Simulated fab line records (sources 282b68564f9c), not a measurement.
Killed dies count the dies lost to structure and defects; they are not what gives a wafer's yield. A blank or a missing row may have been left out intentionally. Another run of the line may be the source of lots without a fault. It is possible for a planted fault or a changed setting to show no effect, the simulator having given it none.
fab line records ; flow rit_cmos
[record] lots = 7; wafers = 21; last_day = 7
route steps=202 shown M1@184
lots that met no fault: from a run of the same line without faults
start_h: start of the lot's first displayed wafer, in hours after the record's first day ; wait_h: hours elapsed since this lot's preceding step ; " repeats the value in the row above ; L1.1+2: several wafers, shown together as one row ; - value missing, or start not given ; * or withheld: withheld ; < > ~ a bound
route shown NAME@n: a module of which the file shows steps, and the number in the route of the first ; usual: mean/standard deviation of fault-free wafers ; same: alike in all rows ; chamber/n: place in a boat ; sites: each site's reading ; _std_site: their standard deviation ; _edge_site: outer sites' mean less inner sites' ; radius_mm: how far each site lies from the wafer's centre ; mask NAME#n: copy n ; behind: tool/chamber where the wafer was last shaped ; hold: reason for holding the lot/hours on hold/outcome of the hold ; device: which transistor (n, p or np) failed to switch ; end of line: the route-end tests of the same wafers ; where a step has no rows: the recipe by itself ; killed: count of dies lost to structure and defects at first sort (not the wafer's yield) ; map: per-die view of a wafer (x killed, . not killed, _ where there is no die)
set.NAME: setting as actually run; set.NAME@STEP: the setting as run at that earlier step ; model.NAME: the simulator's own value behind a step, which no gauge read
a table for each step, a row for each wafer; lots at some steps of the route
services: from which hour (start_h, from the record's first day; less than 0 if before it) a tool's chamber was out of use, for how many hours, and why
[[steps]]
[step RIT_M1_SPUTTER_00]
[recipe] material = Al; target_thk_nm = 400; power_w = 2000; chamber_pressure_pa = 0.4; gas = Ar; time_s = 500; substrate_temp_c = 25
[usual] throttle_valve_pct = 30.0/1.1
lot.wafer;tool;chamber;start_h;wait_h;throttle_valve_pct
L378.1;pvd_sputter-03;-;100.86;0.0;31.2
L378.5;pvd_sputter-03;-;100.86;0.0;28.7
L378.6;pvd_sputter-03;-;100.86;0.0;29.4
L377.2;pvd_sputter-02;-;105.15;0.0;29.4
L377.4;pvd_sputter-02;-;105.15;0.0;30.2
L377.5;pvd_sputter-02;-;105.15;0.0;29.1
L379.3;pvd_sputter-03;-;111.23;0.0;29.7
L379.4;pvd_sputter-03;-;111.23;0.0;29.4
L379.6;pvd_sputter-03;-;111.23;0.0;29.5
L380.2;pvd_sputter-04;-;117.86;0.0;29.7
L380.3;pvd_sputter-04;-;117.86;0.0;29.6
L380.6;pvd_sputter-04;-;117.86;0.0;32.5
L385.2;pvd_sputter-03;-;142.40;0.0;28.9
L385.3;pvd_sputter-03;-;142.40;0.0;31.3
L385.5;pvd_sputter-03;-;142.40;0.0;29.5
L389.1;pvd_sputter-03;-;155.19;0.0;28.6
L389.2;pvd_sputter-03;-;155.19;0.0;29.6
L389.4;pvd_sputter-03;-;155.19;0.0;31.2
L390.1;pvd_sputter-02;-;163.97;0.0;29.0
L390.3;pvd_sputter-02;-;163.97;0.0;32.7
L390.4;pvd_sputter-02;-;163.97;0.0;29.7
[step RIT_M1_RS_MEAS_01]
[recipe] thk_meas_gauge = four-point-probe; reads = Al_of_M1_SPUTTER_00
[usual] M1_AL_RS = 0.0735/0.00081
lot.wafer;tool;chamber;start_h;wait_h;M1_AL_RS[ohm/sq]
L378.1;film_metro-02;-;101.16;0.1;0.0735
L378.5;film_metro-02;-;101.16;0.1;0.0744
L378.6;film_metro-02;-;101.16;0.1;0.0734
L377.2;film_metro-02;-;105.47;0.2;0.0740
L377.4;film_metro-02;-;105.47;0.2;0.0740
L377.5;film_metro-02;-;105.47;0.2;0.0741
L379.3;film_metro-02;-;111.57;0.2;0.0731
L379.4;film_metro-02;-;111.57;0.2;0.0726
L379.6;film_metro-02;-;111.57;0.2;0.0730
L380.2;film_metro-02;-;118.18;0.2;0.0734
L380.3;film_metro-02;-;118.18;0.2;0.0730
L380.6;film_metro-02;-;118.18;0.2;0.0716
L385.2;film_metro-02;-;142.71;0.2;0.0748
L385.3;film_metro-02;-;142.71;0.2;0.0735
L385.5;film_metro-02;-;142.71;0.2;0.0738
L389.1;film_metro-04;-;155.49;0.1;0.0741
L389.2;film_metro-04;-;155.49;0.1;0.0733
L389.4;film_metro-04;-;155.49;0.1;0.0730
L390.1;film_metro-03;-;164.26;0.1;0.0742
L390.3;film_metro-03;-;164.26;0.1;0.0745
L390.4;film_metro-03;-;164.26;0.1;0.0746
[step RIT_M1_THK_MEAS_02]
[recipe] thk_meas_gauge = xrf; reads = Al_of_M1_SPUTTER_00
[usual] M1_AL_THK = 394/5
lot.wafer;tool;chamber;start_h;wait_h;M1_AL_THK[nm]
L378.1;film_metro-02;-;101.28;0.1;394
L378.5;film_metro-02;-;101.28;0.1;387
L378.6;film_metro-02;-;101.28;0.1;392
L377.2;film_metro-02;-;105.58;0.1;392
L377.4;film_metro-02;-;105.58;0.1;391
L377.5;film_metro-02;-;105.58;0.1;389
L379.3;film_metro-02;-;111.67;0.1;393
L379.4;film_metro-02;-;111.67;0.1;395
L379.6;film_metro-02;-;111.67;0.1;395
L380.2;film_metro-02;-;118.29;0.1;394
L380.3;film_metro-02;-;118.29;0.1;395
L380.6;film_metro-02;-;118.29;0.1;401
L385.2;film_metro-02;-;142.82;0.1;384
L385.3;film_metro-02;-;142.82;0.1;394
L385.5;film_metro-02;-;142.82;0.1;387
L389.1;film_metro-04;-;155.61;0.1;389
L389.2;film_metro-04;-;155.61;0.1;395
L389.4;film_metro-04;-;155.61;0.1;396
L390.1;film_metro-03;-;164.38;0.1;390
L390.3;film_metro-03;-;164.38;0.1;393
L390.4;film_metro-03;-;164.38;0.1;392
[step RIT_M1_HMDS_03]
[recipe] prime_time_s = 60; prime_temp_c = 140
[step RIT_M1_COAT_04]
[recipe] resist = NOVOLAK; spin_rpm = 2000; resist_thk_nm = 1300
[step RIT_M1_SOFTBAKE_05]
[recipe] resist = NOVOLAK; temp_c = 90; time_s = 60
[step RIT_M1_EXPOSE_06]
[recipe] mask_id = M12; na = 0.6; source_shape = conventional; sigma_outer = 0.5; target_cd_nm = 2600; dose_mj = 250
[step RIT_M1_PEB_07]
[recipe] resist = NOVOLAK; temp_c = withheld; time_s = withheld
[step RIT_M1_DEVELOP_08]
[recipe] resist = NOVOLAK; develop_time_s = 69.05; dev_temp_c = 23
[step RIT_M1_CD_MEAS_09]
[recipe] target_cd_nm = 2600
[usual] cd_nm = 2600.4/2.2
lot.wafer;tool;chamber;start_h;wait_h;cd_nm
L378.1;cd_sem-02;-;102.22;-;2596.7
L378.5;cd_sem-02;-;102.22;-;2599.8
L378.6;cd_sem-02;-;102.22;-;2596.6
L377.2;cd_sem-02;-;106.53;-;2599.7
L377.4;cd_sem-02;-;106.53;-;2603.7
L377.5;cd_sem-02;-;106.53;-;2602.6
L379.3;cd_sem-02;-;112.75;-;2600.3
L379.4;cd_sem-02;-;112.75;-;2600.6
L379.6;cd_sem-02;-;112.75;-;2598.7
L380.2;cd_sem-02;-;119.39;-;2602.5
L380.3;cd_sem-02;-;119.39;-;2602.0
L380.6;cd_sem-02;-;119.39;-;2602.5
L385.2;cd_sem-02;-;144.06;-;2599.4
L385.3;cd_sem-02;-;144.06;-;2600.4
L385.5;cd_sem-02;-;144.06;-;2599.7
L389.1;cd_sem-01;-;156.67;-;2603.3
L389.2;cd_sem-01;-;156.67;-;2603.4
L389.4;cd_sem-01;-;156.67;-;2603.9
L390.1;cd_sem-01;-;165.45;-;2598.5
L390.3;cd_sem-01;-;165.45;-;2597.0
L390.4;cd_sem-01;-;165.45;-;2595.6
[step RIT_M1_OVL_MEAS_10]
[usual] M1_OVL = 0.6/1.3
lot.wafer;tool;chamber;start_h;wait_h;M1_OVL[nm]
L378.1;overlay-01;-;102.34;0.1;-0.2
L378.5;overlay-01;-;102.34;0.1;-1.0
L378.6;overlay-01;-;102.34;0.1;-1.6
L377.2;overlay-01;-;106.63;0.1;-1.2
L377.4;overlay-01;-;106.63;0.1;-3.0
L377.5;overlay-01;-;106.63;0.1;-2.3
L379.3;overlay-02;-;112.84;0.1;-0.3
L379.4;overlay-02;-;112.84;0.1;1.5
L379.6;overlay-02;-;112.84;0.1;-0.2
L380.2;overlay-01;-;119.50;0.1;1.3
L380.3;overlay-01;-;119.50;0.1;0.7
L380.6;overlay-01;-;119.50;0.1;0.4
L385.2;overlay-01;-;144.16;0.1;1.6
L385.3;overlay-01;-;144.16;0.1;1.8
L385.5;overlay-01;-;144.16;0.1;1.2
L389.1;overlay-01;-;156.79;0.1;-0.1
L389.2;overlay-01;-;156.79;0.1;0.5
L389.4;overlay-01;-;156.79;0.1;0.3
L390.1;overlay-02;-;165.57;0.1;1.1
L390.3;overlay-02;-;165.57;0.1;1.4
L390.4;overlay-02;-;165.57;0.1;1.5
[step RIT_M1_HARDBAKE_11]
[recipe] resist = NOVOLAK; temp_c = 140; time_s = 120
[step RIT_M1_METAL_ETCH_12]
[recipe] stop_on = SiO2; chemistry = Cl2/BCl3; target = Al; time_s = 165; over_etch_frac = 0.5; pressure_mtorr = 100; target_depth_a = 6000; rf_w = 250; Cl2_flow_sccm = 60; bcl3_flow_sccm = 50
[usual] bcl3_flow_sccm = 49.95/0.14; chamber_pressure_mTorr = 99.99/0.11; drypump_motor_current_A = 5.9/0.36; oes_product_au = 0.781/0.02; throttle_valve_pct = 8.22/0.052
lot.wafer;tool;chamber;start_h;wait_h;bcl3_flow_sccm;chamber_pressure_mTorr;drypump_motor_current_A;oes_product_au;rf_hours_counter_h;throttle_valve_pct;model.NOVOLAK_of_M1_COAT_04.thk_nm;model.SiO2_of_CONTACT_CVD_00.thk_nm
L378.1;rie_metal-01;0;102.62;0.2;49.63;100.19;6.2;0.754;34;8.22;809.4;360.9
L378.5;rie_metal-01;1;102.62;0.2;49.95;99.95;5.7;0.763;-;8.28;808.1;373.1
L378.6;rie_metal-01;0;102.62;0.2;49.82;99.85;6.1;0.761;-;8.21;806.8;368.4
L377.2;rie_metal-03;1;106.91;0.2;-;-;-;-;-;-;1132;392.6
L377.4;rie_metal-03;1;106.91;0.2;-;-;-;-;-;-;1134;400.1
L377.5;rie_metal-03;0;106.91;0.2;-;-;-;-;-;-;1135;401
L379.3;rie_metal-02;0;113.17;0.2;-;-;-;-;-;-;1141;400.9
L379.4;rie_metal-02;1;113.17;0.2;-;-;-;-;-;-;1139;393.2
L379.6;rie_metal-02;0;113.17;0.2;-;-;-;-;-;-;1138;397.1
L380.2;rie_metal-01;0;119.78;0.2;-;-;-;-;-;-;1138;392.1
L380.3;rie_metal-01;0;119.78;0.2;-;-;-;-;-;-;1141;392.7
L380.6;rie_metal-01;0;119.78;0.2;-;-;-;-;-;-;1141;396.4
L385.2;rie_metal-02;0;144.44;0.2;49.97;100.19;6.4;0.769;3;8.30;813.2;359.4
L385.3;rie_metal-02;1;144.44;0.2;49.82;100.16;6.0;0.746;-;8.19;821.7;361.7
L385.5;rie_metal-02;1;144.44;0.2;49.95;99.99;6.0;0.750;-;8.21;821.6;362.8
L389.1;rie_metal-01;1;157.08;0.2;49.79;100.17;5.6;0.785;0;8.30;825.1;362
L389.2;rie_metal-01;0;157.08;0.2;49.87;99.95;6.2;0.764;0;8.21;826.2;358.4
L389.4;rie_metal-01;0;157.08;0.2;50.22;99.40;6.2;0.777;-;8.21;823.7;370
L390.1;rie_metal-02;0;165.85;0.2;49.82;100.04;6.4;0.782;4;8.28;807;360.6
L390.3;rie_metal-02;1;165.85;0.2;49.96;99.96;6.0;0.744;-;8.21;813.6;368
L390.4;rie_metal-02;0;165.85;0.2;50.00;99.77;6.4;0.764;-;8.29;807.2;370.7
[step RIT_M1_STRIP_13]
[recipe] chemistry = nmp; resist = NOVOLAK; temp_c = 80; time_s = 600; dry = n2_spin
[step RIT_M1_STRIP_14]
[recipe] chemistry = O2; time_s = 180; platen_temp_c = withheld; power_w = 500; pressure_mtorr = 4000; o2_flow_sccm = 4000
[usual] drypump_motor_current_A = 5.9/0.54
lot.wafer;tool;chamber;start_h;wait_h;drypump_motor_current_A;rf_hours_counter_h
L378.1;plasma_asher-03;1;102.98;0.0;5.1;32
L378.5;plasma_asher-03;0;102.98;0.0;5.2;-
L378.6;plasma_asher-03;1;102.98;0.0;5.1;-
L377.2;plasma_asher-02;0;107.27;0.0;6.5;47
L377.4;plasma_asher-02;1;107.27;0.0;6.4;-
L377.5;plasma_asher-02;1;107.27;0.0;6.4;-
L379.3;plasma_asher-02;1;113.51;0.1;6.4;-
L379.4;plasma_asher-02;0;113.51;0.1;6.5;-
L379.6;plasma_asher-02;0;113.51;0.1;6.5;-
L380.2;plasma_asher-01;0;120.11;0.0;5.9;42
L380.3;plasma_asher-01;1;120.11;0.0;5.7;-
L380.6;plasma_asher-01;0;120.11;0.0;5.9;-
L385.2;plasma_asher-02;1;144.78;0.0;6.4;51
L385.3;plasma_asher-02;0;144.78;0.0;6.5;-
L385.5;plasma_asher-02;0;144.78;0.0;6.4;-
L389.1;plasma_asher-03;1;157.42;0.0;5.1;38
L389.2;plasma_asher-03;0;157.42;0.0;5.2;38
L389.4;plasma_asher-03;1;157.42;0.0;5.1;-
L390.1;plasma_asher-01;0;166.21;0.0;5.9;47
L390.3;plasma_asher-01;0;166.21;0.0;5.9;-
L390.4;plasma_asher-01;1;166.21;0.0;5.7;-
[step RIT_M1_CD_MEAS_90]
[recipe] target_cd_nm = 2600
[usual] cd_nm = 2600.4/2.5
lot.wafer;tool;chamber;start_h;wait_h;cd_nm
L378.1;cd_sem-02;-;103.27;0.2;2596.4
L378.5;cd_sem-02;-;103.27;0.2;2600.5
L378.6;cd_sem-02;-;103.27;0.2;2596.9
L377.2;cd_sem-02;-;107.46;0.1;-
L377.4;cd_sem-02;-;107.46;0.1;-
L377.5;cd_sem-02;-;107.46;0.1;-
L379.3;cd_sem-02;-;113.67;0.1;-
L379.4;cd_sem-02;-;113.67;0.1;-
L379.6;cd_sem-02;-;113.67;0.1;-
L380.2;cd_sem-02;-;120.31;0.1;-
L380.3;cd_sem-02;-;120.31;0.1;-
L380.6;cd_sem-02;-;120.31;0.1;-
L385.2;cd_sem-02;-;144.98;0.1;2598.9
L385.3;cd_sem-02;-;144.98;0.1;2602.5
L385.5;cd_sem-02;-;144.98;0.1;2603.2
L389.1;cd_sem-02;-;157.59;0.1;2603.0
L389.2;cd_sem-02;-;157.59;0.1;2605.5
L389.4;cd_sem-02;-;157.59;0.1;2605.8
L390.1;cd_sem-01;-;166.38;0.1;2597.6
L390.3;cd_sem-01;-;166.38;0.1;2598.7
L390.4;cd_sem-01;-;166.38;0.1;2594.9
[step RIT_M1_ANNEAL_15]
[recipe] temp_c = 450; time_s = 1800; ambient = forming_gas_H2N2
[step RIT_M1_PROBE_99]
[usual] defect_limited_yield = 97.5/1.1; killed_at_M0_to_M3 = 0/0; killed_at_front_end = 6.6/2.8; killed_dies = 6.6/2.8; killed_on_rim = 1.8/1.4; killed_open = 3.3/2; killed_short = 3.2/1.7; sort_bin_3_pad_short = 0.1/0.18; sort_bin_5_function = 1.4/0.84; sort_bin_6_memory = 1.0/0.64; sort_n_pass = 257.4/2.8; sort_yield_pct = 97.5/1.1
[same] gross_dies = 264; killed_at_M4_up = 0; killed_at_back_side = 0; killed_at_contacts = 0; killed_at_other = 0
lot.wafer;tool;chamber;start_h;wait_h;defect_limited_yield[%];killed_at_M0_to_M3;killed_at_front_end;killed_dies;killed_on_rim;killed_open;killed_short;sort_bin_3_pad_short[%];sort_bin_5_function[%];sort_bin_6_memory[%];sort_n_pass;sort_yield_pct[%]
L378.1;prober-02;-;105.01;0.1;97.0;0;8;8;1;4;3;0;0.8;2.3;256.0;97.0
L378.5;prober-02;-;105.21;0.2;98.9;0;3;3;0;0;3;0;0.8;0.4;261.0;98.9
L378.6;prober-02;-;105.26;0.2;95.5;0;12;12;5;6;5;0.4;1.9;2.3;252.0;95.5
L377.2;prober-01;-;109.23;0.1;0;259;5;264;70;1;4;0;98.9;1.1;0;0
L377.4;prober-01;-;109.33;0.2;0;259;5;264;70;1;4;0.4;99.2;0.4;0;0
L377.5;prober-01;-;109.38;0.2;0;260;4;264;70;2;2;0.4;98.9;0.8;0;0
L379.3;prober-02;-;115.47;0.2;0;256;8;264;70;4;4;0;100.0;0;0;0
L379.4;prober-02;-;115.52;0.2;0;255;9;264;70;6;3;0.4;98.5;1.1;0;0
L379.6;prober-02;-;115.62;0.2;0;254;10;264;70;5;5;0.4;97.7;1.9;0;0
L380.2;prober-01;-;122.08;0.1;0;261;3;264;70;0;3;0.4;99.6;0;0;0
L380.3;prober-01;-;122.13;0.2;0;257;7;264;70;5;2;0;99.2;0.8;0;0
L380.6;prober-01;-;122.28;0.2;0;259;5;264;70;3;2;0;99.6;0.4;0;0
L385.2;prober-02;-;146.75;0.1;97.3;0;7;7;2;4;1;0.4;1.5;0.8;257.0;97.3
L385.3;prober-02;-;146.80;0.2;97.0;0;8;8;2;4;4;0.4;1.9;0.8;256.0;97.0
L385.5;prober-02;-;146.90;0.2;96.2;0;10;10;4;5;3;0;1.9;1.9;254.0;96.2
L389.1;prober-02;-;159.33;0.1;96.6;0;9;9;2;6;3;0;2.7;0.8;255.0;96.6
L389.2;prober-02;-;159.38;0.1;98.1;0;5;5;0;1;3;0.4;0.8;0.8;259.0;98.1
L389.4;prober-02;-;159.48;0.2;95.8;0;11;11;4;4;7;0.8;1.9;1.5;253.0;95.8
L390.1;prober-01;-;168.12;0.1;96.6;0;9;9;3;5;4;0;2.7;0.8;255.0;96.6
L390.3;prober-01;-;168.22;0.2;99.6;0;1;1;0;1;0;0;0;0.4;263.0;99.6
L390.4;prober-01;-;168.27;0.2;98.9;0;3;3;2;3;0;0;0.8;0.4;261.0;98.9
// killed by level:class
L378.1 GATE:geometric_particle:open=2 SPACER:geometric_particle:open=2 FOX1:geometric_particle:short=1 REOX:geometric_particle:short=1 SPACER:geometric_particle:short=1 NSD:coat_microbubble_printed=1
L378.5 GATE:geometric_particle:short=3
L378.6 GATE:geometric_particle:short=4 GATE:geometric_particle:open=3 FOX2:geometric_particle:open=2 FOX1:geometric_particle:open=1 FOX2:geometric_particle:short=1 NSD:coat_microbubble_printed=1
L377.2 M1:area_etch=259 FOX2:geometric_particle:short=2 GATE:geometric_particle:short=1 GATE:geometric_particle:open=1 SPACER:geometric_particle:short=1
L377.4 M1:area_etch=259 SPACER:geometric_particle:short=2 FOX1:geometric_particle:short=1 GATE:geometric_particle:open=1 REOX:geometric_particle:short=1
L377.5 M1:area_etch=260 FOX2:geometric_particle:open=1 GATE:geometric_particle:open=1 REOX:geometric_particle:short=1 SILICIDE:geometric_particle:short=1
L379.3 M1:area_etch=256 GATE:geometric_particle:open=2 GATE:geometric_particle:short=2 REOX:geometric_particle:short=2 FOX2:geometric_particle:open=1 SILICIDE:geometric_particle:open=1
L379.4 M1:area_etch=255 FOX1:geometric_particle:open=3 GATE:geometric_particle:open=2 FOX1:geometric_particle:short=1 GATE:geometric_particle:short=1 REOX:geometric_particle:open=1 SILICIDE:geometric_particle:short=1
L379.6 M1:area_etch=254 GATE:geometric_particle:open=3 GATE:geometric_particle:short=2 SPACER:geometric_particle:short=2 FOX1:geometric_particle:short=1 FOX2:geometric_particle:open=1 SPACER:geometric_particle:open=1
L380.2 M1:area_etch=261 GATE:geometric_particle:short=2 REOX:geometric_particle:short=1
L380.3 M1:area_etch=257 SPACER:geometric_particle:open=2 ACTIVE:geometric_particle:short=1 FOX1:geometric_particle:open=1 GATE:geometric_particle:open=1 GATE:geometric_particle:short=1 REOX:geometric_particle:open=1
L380.6 M1:area_etch=259 GATE:geometric_particle:open=2 FOX2:geometric_particle:short=1 SPACER:geometric_particle:open=1 SPACER:geometric_particle:short=1
L385.2 NLDD:coat_microbubble_printed=2 FOX1:geometric_particle:short=1 GATE:geometric_particle:open=1 REOX:geometric_particle:open=1 SPACER:geometric_particle:open=1 SILICIDE:geometric_particle:open=1
L385.3 GATE:geometric_particle:open=3 GATE:geometric_particle:short=2 FOX2:geometric_particle:short=1 REOX:geometric_particle:short=1 REOX:geometric_particle:open=1
L385.5 GATE:geometric_particle:open=4 GATE:geometric_particle:short=3 NLDD:coat_microbubble_printed=2 SILICIDE:geometric_particle:open=1
L389.1 SPACER:geometric_particle:open=3 SPACER:geometric_particle:short=2 FOX1:geometric_particle:open=1 GATE:geometric_particle:short=1 GATE:geometric_particle:open=1 REOX:geometric_particle:open=1
L389.2 GATE:geometric_particle:short=1 SPACER:geometric_particle:short=1 SPACER:geometric_particle:open=1 SILICIDE:geometric_particle:short=1 NRETRO:coat_microbubble_printed=1
L389.4 GATE:geometric_particle:short=3 GATE:geometric_particle:open=2 SPACER:geometric_particle:short=2 FOX1:geometric_particle:short=1 FOX1:geometric_particle:open=1 SILICIDE:geometric_particle:short=1 SILICIDE:geometric_particle:open=1
L390.1 FOX2:geometric_particle:short=2 FOX2:geometric_particle:open=2 GATE:geometric_particle:open=2 GATE:geometric_particle:short=1 REOX:geometric_particle:open=1 SPACER:geometric_particle:short=1
L390.3 GATE:geometric_particle:open=1
L390.4 GATE:geometric_particle:open=2 SPACER:geometric_particle:open=1
// map L377.2 (x killed, . not)
________xxxxxxx_______
_____xxxxxxxxxxxxx____
____xxxxxxxxxxxxxxx___
___xxxxxxxxxxxxxxxxx__
__xxxxxxxxxxxxxxxxxxx_
__xxxxxxxxxxxxxxxxxxx_
_xxxxxxxxxxxxxxxxxxxxx
_xxxxxxxxxxxxxxxxxxxxx
_xxxxxxxxxxxxxxxxxxxxx
_xxxxxxxxxxxxxxxxxxxxx
__xxxxxxxxxxxxxxxxxxx_
__xxxxxxxxxxxxxxxxxxx_
___xxxxxxxxxxxxxxxxx__
____xxxxxxxxxxxxxxx___
_____xxxxxxxxxxxxx____
________xxxxxxx_______
// map L379.3 (x killed, . not)
________xxxxxxx_______
_____xxxxxxxxxxxxx____
____xxxxxxxxxxxxxxx___
___xxxxxxxxxxxxxxxxx__
__xxxxxxxxxxxxxxxxxxx_
__xxxxxxxxxxxxxxxxxxx_
_xxxxxxxxxxxxxxxxxxxxx
_xxxxxxxxxxxxxxxxxxxxx
_xxxxxxxxxxxxxxxxxxxxx
_xxxxxxxxxxxxxxxxxxxxx
__xxxxxxxxxxxxxxxxxxx_
__xxxxxxxxxxxxxxxxxxx_
___xxxxxxxxxxxxxxxxx__
____xxxxxxxxxxxxxxx___
_____xxxxxxxxxxxxx____
________xxxxxxx_______
[[services]]
tool;chamber;start_h;hours;kind
rie_metal-03;1;89.01;12.3;repair
rie_metal-01;-;103.40;14.6;pm
plasma_asher-02;-;121.22;0.5;repair
plasma_asher-01;-;134.42;1.8;repair
rie_metal-01;-;136.12;20.0;pm
rie_metal-01;0;136.12;20.0;vent_cycle
rie_metal-01;1;136.12;20.0;vent_cycle
rie_metal-01;0;156.12;-;clean
rie_metal-01;1;156.12;-;clean
pvd_sputter-04;-;164.15;2.6;repair
[[key]]
[first_sign] step = RIT_M1_METAL_ETCH_12; reading = tool_record; direction = missing
[effect] step = RIT_M1_CD_MEAS_90; reading = cd_nm; direction = missing
[effect] step = RIT_M1_PROBE_99; reading = killed_at_M0_to_M3; direction = up; sigmas = 99+; usual = 0; struck = 257.8
[model_effect] step = RIT_M1_METAL_ETCH_12; value = NOVOLAK_of_M1_COAT_04.thk_nm; without = 808.4; struck = 1138
[more_kills_born_at] RIT_M1_METAL_ETCH_12@rie_metal-03 = 778; RIT_M1_METAL_ETCH_12@rie_metal-01 = 777; RIT_M1_METAL_ETCH_12@rie_metal-02 = 765
met_at RIT_M1_METAL_ETCH_12
struck_wafers L377.2,L377.4,L377.5,L379.3,L379.4,L379.6,L380.2,L380.3,L380.6
later_rows_left_out L377.2,L377.4,L377.5,L379.3,L379.4,L379.6,L380.2,L380.3,L380.6
onset_between 102.62 106.91
[fault] kind = skipped_step_whole; tool = rie_metal-01,rie_metal-02,rie_metal-03; chamber = -; onset_h = 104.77; steps = RIT_M1_METAL_ETCH_12; scope = struck_lots_only
// later_rows_left_out: the simulator's readings of these wafers behind a module that went badly wrong aren't trusted and aren't shown, but for the sort
